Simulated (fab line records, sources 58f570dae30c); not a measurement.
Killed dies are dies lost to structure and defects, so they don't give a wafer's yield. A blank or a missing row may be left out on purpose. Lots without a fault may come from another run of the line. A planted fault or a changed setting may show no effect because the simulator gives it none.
Which tool did it? | flow berkeley_cmos170 | 13 lots, 39 wafers sampled, at 7 steps of a route of 331

WHAT THE GAUGES READ, wafer by wafer
UCB170_FIELD_THK_MEAS_02. Usual: FIELD_OXIDE_THK 561 nm, standard deviation 11.
lot  | measured    | on            | FIELD_OXIDE_THK (nm) | flag
L806 | day 5 10:02 | film_metro-01 | 563 562 561          |
L807 | day 5 10:01 | film_metro-04 | 561 571 567          |
L809 | day 6 03:29 | film_metro-01 | 559 559 559          |
L810 | day 6 03:30 | film_metro-04 | 550 548 545          |
L812 | day 7 02:49 | film_metro-01 | 564 562 571          |
L813 | day 7 11:01 | film_metro-04 | 635 648 647          | OFF
L814 | day 7 11:02 | film_metro-01 | 649 633 634          | OFF
L820 | day 8 18:19 | film_metro-02 | 570 579 569          |
L821 | day 8 18:19 | film_metro-01 | 557 559 557          |
L822 | day 8 18:19 | film_metro-04 | 551 558 556          |
L823 | day 9 04:44 | film_metro-04 | 562 558 564          |
L824 | day 9 04:44 | film_metro-02 | 539 539 536          |
L829 | day 9 23:02 | film_metro-04 | 561 573 570          |

UCB170_FIELD_THK_MEAS_90. Usual: FIELD_OXIDE_LEFT_1_THK 444 nm, standard deviation 11.
lot  | measured     | on            | FIELD_OXIDE_LEFT_1_THK (nm) | flag
L806 | day 5 21:51  | film_metro-01 | 448 446 446                 |
L807 | day 5 21:51  | film_metro-02 | 444 453 448                 |
L809 | day 6 13:58  | film_metro-04 | 442 443 442                 |
L810 | day 6 13:59  | film_metro-01 | 434 431 429                 |
L812 | day 7 13:13  | film_metro-02 | 448 445 454                 |
L813 | day 7 18:40  | film_metro-01 | 517 529 529                 | OFF
L814 | day 7 18:41  | film_metro-04 | 531 515 515                 | OFF
L820 | day 9 03:05  | film_metro-02 | 453 462 451                 |
L821 | day 9 03:05  | film_metro-04 | 442 444 442                 |
L822 | day 9 03:08  | film_metro-01 | 433 442 439                 |
L823 | day 9 13:08  | film_metro-01 | 445 442 447                 |
L824 | day 9 13:08  | film_metro-04 | 423 422 420                 |
L829 | day 10 08:22 | film_metro-02 | 446 457 453                 |

UCB170_FIELD_THK_MEAS_91. Usual: FIELD_OXIDE_LEFT_2_THK 356 nm, standard deviation 11.
lot  | measured     | on            | FIELD_OXIDE_LEFT_2_THK (nm) | flag
L806 | day 7 00:06  | film_metro-02 | 359 358 357                 |
L807 | day 7 00:51  | film_metro-02 | 355 366 360                 |
L809 | day 7 05:47  | film_metro-01 | 354 354 354                 |
L810 | day 7 06:53  | film_metro-02 | 346 343 341                 |
L812 | day 8 14:07  | film_metro-04 | 360 357 366                 |
L813 | day 8 14:56  | film_metro-02 | 429 441 440                 | OFF
L814 | day 8 15:19  | film_metro-01 | 444 428 428                 | OFF
L820 | day 10 05:58 | film_metro-01 | 364 373 364                 |
L821 | day 10 05:45 | film_metro-04 | 354 356 354                 |
L822 | day 10 05:43 | film_metro-01 | 345 352 351                 |
L823 | day 10 10:29 | film_metro-02 | 357 353 358                 |
L824 | day 10 10:47 | film_metro-04 | 334 333 331                 |
L829 | day 11 06:55 | film_metro-04 | 357 368 364                 |

UCB170_GATE_THK_MEAS_05. Usual: GATE_POLY_THK 214.3 nm, standard deviation 2.2.
lot  | measured     | on            | GATE_POLY_THK (nm) | flag
L806 | day 7 12:08  | film_metro-01 | 212.8 211.7 212.1  |
L807 | day 7 12:11  | film_metro-01 | 216.0 214.9 216.6  |
L809 | day 7 17:25  | film_metro-04 | 214.0 213.1 216.0  |
L810 | day 7 17:29  | film_metro-04 | 216.5 216.3 216.3  |
L812 | day 9 03:12  | film_metro-03 | 212.0 212.5 213.5  |
L813 | day 9 03:08  | film_metro-04 | 215.4 214.8 216.3  |
L814 | day 9 03:12  | film_metro-01 | 212.8 212.7 211.9  |
L820 | day 10 19:35 | film_metro-03 | 211.9 212.2 211.7  |
L821 | day 10 19:35 | film_metro-04 | 215.3 216.0 215.4  |
L822 | day 10 19:35 | film_metro-01 | 210.7 208.3 211.1  |
L823 | day 10 19:38 | film_metro-03 | 213.8 214.3 211.5  |
L824 | day 10 19:38 | film_metro-01 | 212.6 214.9 213.1  |
L829 | day 12 08:28 | film_metro-01 | 214.7 214.5 216.0  |

UCB170_PSD_OVL_MEAS_07. Usual: PSD_OVL 2 nm, standard deviation 6.4.
lot  | measured     | on         | PSD_OVL (nm) | flag
L806 | day 8 04:17  | overlay-01 | 4 3 2        |
L807 | day 8 04:47  | overlay-02 | -1 -1 1      |
L809 | day 8 04:41  | overlay-01 | -2 3 3       |
L810 | day 8 04:50  | overlay-01 | 1 -9 1       |
L812 | day 9 18:41  | overlay-01 | 1 -2 5       |
L813 | day 9 18:18  | overlay-02 | -2 5 0       |
L814 | day 9 18:35  | overlay-01 | 18 12 9      |
L820 | day 11 21:01 | overlay-01 | -9 -7 3      |
L821 | day 11 21:10 | overlay-01 | 5 3 14       |
L822 | day 11 21:18 | overlay-02 | -1 2 10      |
L823 | day 11 21:26 | overlay-02 | 12 17 -3     |
L824 | day 11 21:19 | overlay-01 | 2 14 2       |
L829 | day 12 23:27 | overlay-01 | -1 0 -7      |

WHICH TOOL RAN EACH LOT (tool, then ch and the chambers of the sampled wafers, then the start)
lot  | UCB170_FIELD_OXIDATION_01    | UCB170_NVT_STRIP_08
L806 | furnace-04 ch 0, day 5 06:58 | plasma_asher-03 ch 0,1, day 6 19:56
L807 | furnace-04 ch 0, day 5 06:58 | plasma_asher-04 ch 0,1, day 6 20:59
L809 | furnace-02 ch 0, day 6 00:29 | plasma_asher-03 ch 0,1, day 7 02:34
L810 | furnace-02 ch 0, day 6 00:29 | plasma_asher-02 ch 1, day 7 02:50
L812 | furnace-04 ch 0, day 6 23:49 | plasma_asher-03 ch 0,1, day 8 10:35
L813 | furnace-02 ch 0, day 7 08:01 | plasma_asher-02 ch 0,1, day 8 13:02
L814 | furnace-02 ch 0, day 7 08:01 | plasma_asher-02 ch 0,1, day 8 13:14
L820 | furnace-04 ch 0, day 8 15:19 | plasma_asher-03 ch 0,1, day 10 02:43
L821 | furnace-04 ch 0, day 8 15:19 | plasma_asher-04 ch 0,1, day 10 01:59
L822 | furnace-04 ch 0, day 8 15:19 | plasma_asher-02 ch 0,1, day 10 01:47
L823 | furnace-01 ch 0, day 9 01:44 | plasma_asher-03 ch 0,1, day 10 08:54
L824 | furnace-01 ch 0, day 9 01:44 | plasma_asher-02 ch 0,1, day 10 09:03
L829 | furnace-04 ch 0, day 9 19:58 | plasma_asher-04 ch 0,1, day 11 05:01
- UCB170_FIELD_OXIDATION_01: target thk 558.3 nm, ox time 7200 s.
- UCB170_NVT_STRIP_08: strips in O2.

WHAT THE TOOLS THEMSELVES READ (means of the sampled wafers that have a number; where no wafer has one, the mark that the record gives instead)
UCB170_FIELD_OXIDATION_01. Usual: ox_temp_c_max 1006.6, standard deviation 1.4.
lot  | tool       | ox_temp_c_max | flag
L806 | furnace-04 | 1005.3        |
L807 | furnace-04 | 1005.0        |
L809 | furnace-02 | 1008.1        |
L810 | furnace-02 | 1007.4        |
L812 | furnace-04 | 1005.8        |
L813 | furnace-02 | 1007.2        |
L814 | furnace-02 | 1006.9        |
L820 | furnace-04 | 1005.7        |
L821 | furnace-04 | 1006.1        |
L822 | furnace-04 | 1005.0        |
L823 | furnace-01 | 1008.2        |
L824 | furnace-01 | 1007.6        |
L829 | furnace-04 | 1004.8        |

UCB170_NVT_STRIP_08. Usual: drypump_motor_current_A 5.7 A, standard deviation 0.31; oes_product_au 0.734 a.u., standard deviation 0.0044; strip_time_to_endpoint_s 21.65 s, standard deviation 0.069.
lot  | tool            | drypump_motor_current_A (A) | oes_product_au (a.u.) | strip_time_to_endpoint_s (s) | flag
L806 | plasma_asher-03 | 5.6                         | 0.734                 | 21.60                        |
L807 | plasma_asher-04 | 5.2                         | 0.738                 | 21.64                        |
L809 | plasma_asher-03 | 5.8                         | 0.734                 | 21.71                        |
L810 | plasma_asher-02 | 5.7                         | 0.730                 | 21.58                        |
L812 | plasma_asher-03 | 5.7                         | 0.732                 | 21.67                        |
L813 | plasma_asher-02 | 5.9                         | 0.734                 | 21.61                        |
L814 | plasma_asher-02 | 5.8                         | 0.731                 | 21.57                        |
L820 | plasma_asher-03 | 5.6                         | 0.733                 | 21.71                        |
L821 | plasma_asher-04 | 5.2                         | 0.734                 | 21.62                        |
L822 | plasma_asher-02 | 5.8                         | 0.733                 | 21.67                        |
L823 | plasma_asher-03 | 5.6                         | 0.738                 | 21.70                        |
L824 | plasma_asher-02 | 5.8                         | 0.736                 | 21.65                        |
L829 | plasma_asher-04 | 5.2                         | 0.735                 | 21.60                        |

THE ANSWER, worked out from the rows above alone
Rule: a lot is off if the mean of its wafers that have a number lies more than 3 standard deviations from the usual mean. A lot without any number at a reading at which 4 lots or more have one is off too. The other lots that the step has rows for count as sound. The gauges are gone through in route order, then the tools' own readings, and for those a lot's mean is taken as printed above. The first step at which some lot is off is used, and at that step the reading that is off furthest; a lot without a number counts as furthest.
Off: L813, L814, at UCB170_FIELD_THK_MEAS_02 (FIELD_OXIDE_THK).
A tool fits if, at a process step before that reading, it ran every lot that is off, and no sound lot after the first of them. The gauges at UCB170_FIELD_THK_MEAS_02 are tried like those tools. One fits: furnace-02 at UCB170_FIELD_OXIDATION_01. Its last sound lot is L809 (day 6 00:29), its first lot that is off L813 (day 7 08:01): a fault that began between those two fits.

WHAT THE SIMULATOR HAD PUT IN
Process parameter drift: furnace-02, from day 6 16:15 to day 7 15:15, at UCB170_FIELD_OXIDATION_01. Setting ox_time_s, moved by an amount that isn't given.
Lots struck among those shown: L813, L814. The rule above found the same.
